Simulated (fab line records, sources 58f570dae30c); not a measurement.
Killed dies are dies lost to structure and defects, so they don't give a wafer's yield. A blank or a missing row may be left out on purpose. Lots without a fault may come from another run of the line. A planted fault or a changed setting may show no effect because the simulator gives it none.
Which tool did it? | flow berkeley_cmos170 | 14 lots, 42 wafers sampled, at 3 steps of a route of 331

WHAT THE GAUGES READ, wafer by wafer
UCB170_FIELD_THK_MEAS_91. Usual: FIELD_OXIDE_LEFT_2_THK 348 nm, standard deviation 8.2.
lot  | measured     | on            | FIELD_OXIDE_LEFT_2_THK (nm) | flag
L943 | day 6 00:46  | film_metro-01 | 347 352 358                 |
L944 | day 6 01:16  | film_metro-04 | 351 360 345                 |
L946 | day 6 14:01  | film_metro-01 | 347 344 343                 |
L947 | day 6 14:05  | film_metro-02 | 343 354 351                 |
L948 | day 6 14:18  | film_metro-02 | 346 352 348                 |
L945 | day 6 14:25  | film_metro-04 | 355 346 352                 |
L951 | day 7 12:29  | film_metro-02 | 365 364 353                 |
L953 | day 7 16:59  | film_metro-01 | 341 326 327                 |
L956 | day 9 01:54  | film_metro-02 | 341 351 342                 |
L957 | day 9 02:06  | film_metro-04 | 344 348 357                 |
L960 | day 9 02:23  | film_metro-02 | 355 357 358                 |
L959 | day 9 06:04  | film_metro-04 | 352 345 349                 |
L963 | day 9 20:25  | film_metro-02 | 333 344 337                 |
L964 | day 10 08:53 | film_metro-04 | 339 334 339                 |

UCB170_V1_CD_MEAS_90: target cd 700 nm. Usual: cd_nm 700.6 nm, standard deviation 1.5.
lot  | measured     | on        | cd_nm (nm)        | flag
L943 | day 8 04:44  | cd_sem-02 | 698.8 699.8 698.7 |
L944 | day 8 04:59  | cd_sem-01 | 699.9 699.2 697.8 |
L946 | day 9 01:55  | cd_sem-02 | 699.9 699.0 699.8 |
L947 | day 9 01:33  | cd_sem-01 | 699.4 701.5 697.6 |
L948 | day 9 00:55  | cd_sem-02 | 699.9 701.1 700.1 |
L945 | day 9 02:12  | cd_sem-02 | 700.3 699.9 698.9 |
L951 | day 9 05:26  | cd_sem-01 | 702.9 701.5 701.3 |
L953 | day 9 13:53  | cd_sem-01 | 703.1 702.4 702.1 |
L956 | day 10 22:19 | cd_sem-02 | 699.3 698.3 701.2 |
L957 | day 10 23:41 | cd_sem-01 | 698.1 697.9 699.1 |
L960 | day 10 22:57 | cd_sem-01 | 700.1 702.4 700.9 |
L959 | day 10 23:47 | cd_sem-02 | 702.3 697.8 700.8 |
L963 | day 11 14:35 | cd_sem-02 | 702.1 700.7 703.9 |
L964 | day 12 01:42 | cd_sem-01 | 701.4 701.4 702.5 |

WHICH TOOL RAN EACH LOT (tool, then ch and the chambers of the sampled wafers, then the start)
lot  | UCB170_V1_ETCH_14
L943 | rie_diel-01 ch 0,2, day 8 04:26
L944 | rie_diel-02 ch 1,2,3, day 8 04:40
L946 | rie_diel-01 ch 0,3, day 9 01:39
L947 | rie_diel-02 ch 0,2, day 9 01:16
L948 | rie_diel-04 ch 1,2, day 9 00:39
L945 | rie_diel-04 ch 1,2, day 9 01:55
L951 | rie_diel-04 ch 0,1,2, day 9 05:08
L953 | rie_diel-01 ch 0,1,3, day 9 13:37
L956 | rie_diel-01 ch 0,1, day 10 21:59
L957 | rie_diel-01 ch 0,2,3, day 10 23:20
L960 | rie_diel-04 ch 0,1,2, day 10 22:40
L959 | rie_diel-02 ch 0,1,2, day 10 23:31
L963 | rie_diel-02 ch 0,2,3, day 11 14:17
L964 | rie_diel-04 ch 0,1,3, day 12 01:25
- UCB170_V1_ETCH_14: etches SiO2 in CHF3/CF4/Ar, stops on Al, target depth 1250 nm, time 291 s.

WHAT THE TOOLS THEMSELVES READ (means of the sampled wafers that have a number; where no wafer has one, the mark that the record gives instead)
UCB170_V1_ETCH_14. Usual: drypump_motor_current_A 5.6 A, standard deviation 0.43; oes_product_au 0.870 a.u., standard deviation 0.015; run_length_s 319.3 s, standard deviation 0.38; throttle_valve_pct 6.96 %, standard deviation 0.13.
lot  | tool        | drypump_motor_current_A (A) | oes_product_au (a.u.) | run_length_s (s) | throttle_valve_pct (%) | flag
L943 | rie_diel-01 | 5.7                         | 0.869                 | 318.9            | 7.12                   |
L944 | rie_diel-02 | 5.5                         | 0.878                 | 319.5            | 6.99                   |
L946 | rie_diel-01 | 5.2                         | 0.859                 | 319.3            | 7.02                   |
L947 | rie_diel-02 | 5.8                         | 0.854                 | 319.2            | 6.92                   |
L948 | rie_diel-04 | 6.1                         | 0.861                 | 319.4            | 6.99                   |
L945 | rie_diel-04 | 5.8                         | 0.877                 | 319.3            | 6.97                   |
L951 | rie_diel-04 | 5.7                         | 0.875                 | 319.5            | 6.96                   |
L953 | rie_diel-01 | 5.3                         | 0.856                 | 319.5            | 6.90                   |
L956 | rie_diel-01 | 5.5                         | 0.869                 | 319.1            | 7.04                   |
L957 | rie_diel-01 | 5.5                         | 0.860                 | 319.3            | 6.98                   |
L960 | rie_diel-04 | 5.7                         | 0.879                 | 319.6            | 6.96                   |
L959 | rie_diel-02 | 5.7                         | 0.867                 | 319.3            | 6.93                   |
L963 | rie_diel-02 | 5.6                         | 0.864                 | 319.2            | 6.90                   |
L964 | rie_diel-04 | 5.4                         | 0.886                 | 319.4            | 7.02                   |

THE ANSWER, worked out from the rows above alone
Rule: a lot is off if the mean of its wafers that have a number lies more than 3 standard deviations from the usual mean. A lot without any number at a reading at which 4 lots or more have one is off too. The other lots that the step has rows for count as sound. The gauges are gone through in route order, then the tools' own readings, and for those a lot's mean is taken as printed above. The first step at which some lot is off is used, and at that step the reading that is off furthest; a lot without a number counts as furthest.
No lot is off at any reading shown: from this, nothing can be told.

WHAT THE SIMULATOR HAD PUT IN
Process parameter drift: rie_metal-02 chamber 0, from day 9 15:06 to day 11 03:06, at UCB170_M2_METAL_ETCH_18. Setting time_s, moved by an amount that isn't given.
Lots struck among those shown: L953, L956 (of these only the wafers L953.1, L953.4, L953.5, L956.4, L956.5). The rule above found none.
